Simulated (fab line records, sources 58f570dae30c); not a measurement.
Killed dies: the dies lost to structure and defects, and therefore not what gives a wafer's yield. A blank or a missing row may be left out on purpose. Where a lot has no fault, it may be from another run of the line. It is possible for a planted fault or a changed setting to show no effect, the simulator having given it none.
Which of the tools did it? -- flow berkeley_cmos170 -- 14 lots, 42 wafers sampled, at 5 steps of a route of 331

== WHAT EACH GAUGE READ, for each wafer ==
UCB170_GATE_CD_MEAS_12: the cd target is 350 nm. Usual: cd_nm 350.2 nm, standard deviation 1.4.
lot,measured,on,cd_nm (nm),flag
L696,day 7 23:13,cd_sem-01,350.5 350.4 349.7,
L695,day 7 23:28,cd_sem-01,350.9 349.9 351.0,
L699,day 8 08:00,cd_sem-02,351.3 351.7 351.1,
L698,day 8 08:25,cd_sem-02,349.7 350.8 348.9,
L697,day 8 08:25,cd_sem-01,350.6 350.9 351.7,
L703,day 9 07:36,cd_sem-02,349.9 351.1 349.3,
L700,day 9 09:00,cd_sem-02,348.3 349.5 349.1,
L702,day 9 08:16,cd_sem-02,350.3 349.8 350.4,
L707,day 10 00:48,cd_sem-02,347.1 348.6 347.3,
L706,day 10 00:35,cd_sem-02,347.2 346.9 347.5,
L710,day 10 12:08,cd_sem-01,349.4 348.7 349.9,
L709,day 10 11:55,cd_sem-02,351.4 350.9 349.6,
L712,day 11 02:56,cd_sem-01,352.0 352.6 351.4,
L713,day 11 02:31,cd_sem-02,347.3 347.3 348.8,

UCB170_PLDD_CD_MEAS_06: the cd target is 1200 nm. Usual: cd_nm 1200.3 nm, standard deviation 1.3.
lot,measured,on,cd_nm (nm),flag
L696,day 8 01:38,cd_sem-01,1201.3 1201.2 1202.2,
L695,day 8 02:28,cd_sem-02,1200.4 1199.7 1200.7,
L699,day 8 10:55,cd_sem-02,1200.4 1201.4 1200.8,
L698,day 8 11:31,cd_sem-02,1201.0 1199.4 1201.3,
L697,day 8 12:20,cd_sem-01,1199.2 1200.0 1200.2,
L703,day 9 10:33,cd_sem-02,1199.4 1198.3 1198.5,
L700,day 9 12:38,cd_sem-02,1202.9 1200.9 1200.8,
L702,day 9 12:01,cd_sem-02,1201.0 1200.7 1200.6,
L707,day 10 03:02,cd_sem-02,1203.5 1201.5 1201.7,
L706,day 10 03:02,cd_sem-01,1202.1 1203.3 1200.9,
L710,day 10 16:16,cd_sem-01,1201.8 1200.8 1200.4,
L709,day 10 15:58,cd_sem-02,1201.6 1201.2 1201.9,
L712,day 11 06:09,cd_sem-02,1197.1 1195.0 1195.1,OFF
L713,day 11 05:52,cd_sem-02,1195.8 1196.6 1195.4,OFF

UCB170_PLDD_OVL_MEAS_07. Usual: PLDD_OVL -2 nm, standard deviation 5.
lot,measured,on,PLDD_OVL (nm),flag
L696,day 8 01:46,overlay-01,7 4 8,
L695,day 8 02:35,overlay-01,-1 9 3,
L699,day 8 11:01,overlay-01,-5 1 -7,
L698,day 8 11:37,overlay-01,-6 1 0,
L697,day 8 12:27,overlay-01,-2 -3 -1,
L703,day 9 10:40,overlay-02,0 6 0,
L700,day 9 12:43,overlay-01,-7 0 -16,
L702,day 9 12:07,overlay-02,-4 -5 1,
L707,day 10 03:10,overlay-02,-3 -2 -6,
L706,day 10 03:08,overlay-01,2 -6 -4,
L710,day 10 16:23,overlay-01,-5 -5 -3,
L709,day 10 16:05,overlay-02,-1 5 3,
L712,day 11 06:15,overlay-01,-1 4 -9,
L713,day 11 05:58,overlay-02,-5 -2 -7,

== WHAT TOOL EACH LOT RAN ON (gives the tool, then ch and the chambers of the sampled wafers, and finally the start) ==
lot,UCB170_ACTIVE_ETCH_15,UCB170_PLDD_PEB_04
L696,"rie_diel-02 ch 0,1,3, day 5 17:08","litho_track-04 ch 0, day 8 01:22"
L695,"rie_diel-03 ch 0,1,2, day 5 17:56","litho_track-04 ch 0, day 8 02:11"
L699,"rie_diel-03 ch 1,2, day 6 03:54","litho_track-03 ch 0, day 8 10:33"
L698,"rie_diel-01 ch 1,2,3, day 6 03:59","litho_track-04 ch 0, day 8 11:13"
L697,"rie_diel-02 ch 0,1,3, day 6 04:02","litho_track-03 ch 0, day 8 12:03"
L703,"rie_diel-02 ch 0,1,3, day 7 00:54","litho_track-01 ch 0, day 9 10:17"
L700,"rie_diel-03 ch 1,2, day 7 01:10","litho_track-04 ch 0, day 9 12:06"
L702,"rie_diel-02 ch 1,2, day 7 01:50","litho_track-01 ch 0, day 9 11:00"
L707,"rie_diel-02 ch 0,3, day 7 14:55","litho_track-01 ch 0, day 10 02:46"
L706,"rie_diel-03 ch 0,1,3, day 7 15:11","litho_track-04 ch 0, day 10 02:46"
L710,"rie_diel-01 ch 1,2,3, day 8 02:21","litho_track-04 ch 0, day 10 15:59"
L709,"rie_diel-02 ch 0,1,3, day 8 02:25","litho_track-01 ch 0, day 10 15:42"
L712,"rie_diel-01 ch 1,2,3, day 8 13:38","litho_track-04 ch 0, day 11 05:51"
L713,"rie_diel-03 ch 2,3, day 8 13:46","litho_track-04 ch 0, day 11 05:00"
- UCB170_ACTIVE_ETCH_15: etches Si3N4 in CH3F/Ar/O2, stops on SiO2, target depth 242 nm, time 151 s.
- UCB170_PLDD_PEB_04

== WHAT THE TOOLS THEMSELVES READ (means of the sampled wafers that have a number; where no wafer has one, the mark that the record gives instead) ==
UCB170_ACTIVE_ETCH_15. Usual: O2_flow_sccm 7.003 sccm, standard deviation 0.022; chamber_pressure_mTorr 50.00 mTorr, standard deviation 0.043; drypump_motor_current_A 5.7 A, standard deviation 0.53; mfc_ar_sccm 50.00 sccm, standard deviation 0.16; oes_product_au 0.942 a.u., standard deviation 0.017; throttle_valve_pct 8.07 %, standard deviation 0.13.
lot,tool,O2_flow_sccm (sccm),chamber_pressure_mTorr (mTorr),drypump_motor_current_A (A),mfc_ar_sccm (sccm),oes_product_au (a.u.),throttle_valve_pct (%),flag
L696,rie_diel-02,6.991,49.98,5.8,50.16,0.935,8.05,
L695,rie_diel-03,7.000,49.98,6.1,49.99,0.964,8.00,
L699,rie_diel-03,7.015,50.00,6.4,49.98,0.953,8.00,
L698,rie_diel-01,6.996,50.02,5.3,49.89,0.947,8.15,
L697,rie_diel-02,7.019,49.97,5.8,49.89,0.934,8.05,
L703,rie_diel-02,7.004,49.97,5.8,50.04,0.927,8.05,
L700,rie_diel-03,6.976,50.01,6.4,49.93,0.949,7.99,
L702,rie_diel-02,6.988,50.04,5.4,50.07,0.930,8.16,
L707,rie_diel-02,6.986,50.02,6.0,50.10,0.931,8.06,
L706,rie_diel-03,7.013,50.02,5.5,49.94,0.963,8.12,
L710,rie_diel-01,7.027,50.01,5.3,50.08,0.939,8.15,
L709,rie_diel-02,7.017,50.08,5.8,49.98,0.934,8.05,
L712,rie_diel-01,7.007,50.02,5.3,50.12,0.939,8.15,
L713,rie_diel-03,6.985,49.96,5.2,50.10,0.954,8.14,

UCB170_PLDD_PEB_04. Usual: heater_power_total_W 56.80 W, standard deviation 0.045.
lot,tool,heater_power_total_W (W),flag
L696,litho_track-04,56.77,
L695,litho_track-04,56.81,
L699,litho_track-03,56.79,
L698,litho_track-04,56.80,
L697,litho_track-03,56.79,
L703,litho_track-01,56.83,
L700,litho_track-04,56.84,
L702,litho_track-01,56.79,
L707,litho_track-01,56.80,
L706,litho_track-04,56.87,
L710,litho_track-04,56.83,
L709,litho_track-01,56.78,
L712,litho_track-04,57.61,OFF
L713,litho_track-04,57.62,OFF

== THE ANSWER, worked out from the rows above alone ==
Rule: lot off if the mean of its wafers having a number is beyond 3 standard deviations from the usual mean. A lot without any number at a reading at which 4 lots or more have one is off too. Where the step has rows for the other lots, those lots are counted as sound. First the gauges in route order, then the tools' own readings, where a lot's mean is used as printed above. The first step at which some lot is off is used, and at that step the reading that is off furthest; a lot without a number counts as furthest.
Off: L712, L713, at UCB170_PLDD_CD_MEAS_06 (cd_nm).
If a tool, at a process step before that reading, ran all the lots that are off and no sound lot after the first of them, it fits. Not tried: the gauges at UCB170_PLDD_CD_MEAS_06; whatever is off there is also off at UCB170_PLDD_PEB_04, on other tools, and gauge error can't account for it. One fits: UCB170_PLDD_PEB_04 on litho_track-04. Its last sound lot is L710 (day 10 15:59), its first lot that is off L713 (day 11 05:00): a fault that began between those two fits.
The tool's own readings at UCB170_PLDD_PEB_04 bear it out: on the lots that are off they differ by more than 5 times the standard deviation of the sound lots' means. heater_power_total_W reads 57.61 W there against 56.81 W on the sound lots.

== WHAT THE SIMULATOR HAD INSERTED ==
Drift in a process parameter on litho_track-04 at UCB170_PLDD_PEB_04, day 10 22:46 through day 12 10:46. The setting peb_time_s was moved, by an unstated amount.
Shown lots that were struck: L713, L712. The rule given above showed the same thing.
